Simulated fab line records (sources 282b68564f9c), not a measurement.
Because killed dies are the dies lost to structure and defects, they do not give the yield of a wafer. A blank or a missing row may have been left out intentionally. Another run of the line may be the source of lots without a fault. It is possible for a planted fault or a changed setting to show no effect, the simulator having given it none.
Split-lot experiment	flow rit-cmos	23 wafers read across 5 lots, on a route 202 steps long

## THE SPLIT
At RIT_GATE_OXIDATION_05 (target thk 3 nm, ox time 270 s), the setting ox-time-s was moved away from the recipe's 270 s on 15 of the 23 wafers read, by -11.1% to +12.1%. This setting was run at the recipe's value on the other wafers.

## FROM THE SPLIT TO THE READING: what the file shows between them, 1 step
- RIT_GATE_ANNEAL_06: time 600 s

## THE READING
GATE_OXIDE_THK, in nm, at RIT_GATE_THK_MEAS_07. On this fab line, fault-free wafers typically give 3.02 nm with a standard deviation of 0.064 nm.

wafer	tool, chamber at the split	ox-time-s as run, s	against the recipe	GATE_OXIDE_THK, nm	against lot-mates on the recipe
L074.1	-, -	302.6	+12.1%	3.40	no lot-mate on the recipe
L074.2	-, -	302.6	+12.1%	3.33	no lot-mate on the recipe
L074.3	-, -	302.6	+12.1%	3.33	no lot-mate on the recipe
L074.5	-, -	302.6	+12.1%	3.29	no lot-mate on the recipe
L074.6	-, -	302.6	+12.1%	3.28	no lot-mate on the recipe
L075.1	-, -	242.8	-10.1%	2.78	no lot-mate on the recipe
L075.2	-, -	242.8	-10.1%	2.83	no lot-mate on the recipe
L075.3	-, -	242.8	-10.1%	2.79	no lot-mate on the recipe
L075.4	-, -	242.8	-10.1%	2.78	no lot-mate on the recipe
L075.6	-, -	242.8	-10.1%	2.84	no lot-mate on the recipe
L077.1	-, -	240	-11.1%	2.93	no lot-mate on the recipe
L077.2	-, -	240	-11.1%	2.79	no lot-mate on the recipe
L077.3	-, -	240	-11.1%	2.81	no lot-mate on the recipe
L077.4	-, -	240	-11.1%	2.84	no lot-mate on the recipe
L077.5	-, -	240	-11.1%	2.85	no lot-mate on the recipe
L078.2	furnace-02, 0	270	recipe	2.93	-
L078.3	furnace-02, 0	270	recipe	2.95	-
L078.5	furnace-02, 0	270	recipe	2.93	-
L085.1	-, -	270	recipe	3.10	-
L085.3	-, -	270	recipe	3.12	-
L085.4	-, -	270	recipe	3.11	-
L085.5	-, -	270	recipe	3.07	-
L085.6	-, -	270	recipe	3.09	-

THE FIT
A straight line over all 23 wafers: GATE_OXIDE_THK changes by +0.0219 nm for each +1% of ox-time-s; r = +0.95; the points scatter about the line by 0.064 nm.
Too few moved wafers with a lot-mate on the recipe to fit a line net of each lot's own level.

## THE WHOLE CHAIN: every reading that the file lists as answering this split, in the file's order
step	what it does	reading	change (the file's fit)	r (the file's)
RIT_GATE_OXIDATION_05	target thk 3 nm, ox time 270 s	SiO2_of_GATE_OXIDATION_05.thk-nm (the simulator's own value, which no gauge read)	+0.0206 nm for each +1% of the setting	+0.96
RIT_GATE_THK_MEAS_07		GATE_OXIDE_THK	+0.0218 for each +1% of the setting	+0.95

## THE FILE'S OWN FIT
GATE_OXIDE_THK changes by +0.0218 nm for each +1% of ox-time-s, r = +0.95.
